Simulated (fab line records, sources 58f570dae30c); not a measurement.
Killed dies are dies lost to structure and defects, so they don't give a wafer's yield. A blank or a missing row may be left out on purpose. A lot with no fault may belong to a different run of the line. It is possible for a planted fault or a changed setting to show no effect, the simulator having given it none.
What tool caused it? | flow berkeleyCmos170 | 7 lots (21 wafers sampled), 1 step of a 331-step route

## WHAT THE GAUGES SHOWED, per wafer
UCB170_NWELL_OVL_MEAS_12.
lot  | measured    | on         | NWELL_OVL (nm)
L237 | day 2 20:16 | overlay-01 | 4 -1 3
L240 | day 3 09:24 | overlay-01 | -1 13 0
L246 | day 4 09:33 | overlay-01 | 0 -2 0
L249 | day 5 07:06 | overlay-01 | 3 9 4
L252 | day 5 16:28 | overlay-02 | 0 6 0
L255 | day 6 07:27 | overlay-02 | -3 -3 3
L258 | day 6 23:26 | overlay-01 | 6 8 -4

## WHICH TOOL RAN EACH LOT (tool, then ch and the chambers of the sampled wafers, then the start)
Before these readings, the record contains no process step.

## THE ANSWER, worked out from the rows above alone
Rule: the lots themselves supply what counts as usual. The widest of any qualifying gaps counts: lots, ordered by their means at a reading, are off when they make up no more than a third of the lots, leave a main group of 4 or more, and stand apart from it by 3 or more times the standard deviation of that group's means. A main group is skipped when, at the precision printed for the reading in the tables above, its means are all equal. A lot without any number at a reading at which 4 lots or more have one is off too. Where the step has rows for the other lots, those lots are counted as sound.
Across all readings shown, no lot is off: no conclusion can be drawn from this.

## WHAT THE SIMULATOR PUT IN
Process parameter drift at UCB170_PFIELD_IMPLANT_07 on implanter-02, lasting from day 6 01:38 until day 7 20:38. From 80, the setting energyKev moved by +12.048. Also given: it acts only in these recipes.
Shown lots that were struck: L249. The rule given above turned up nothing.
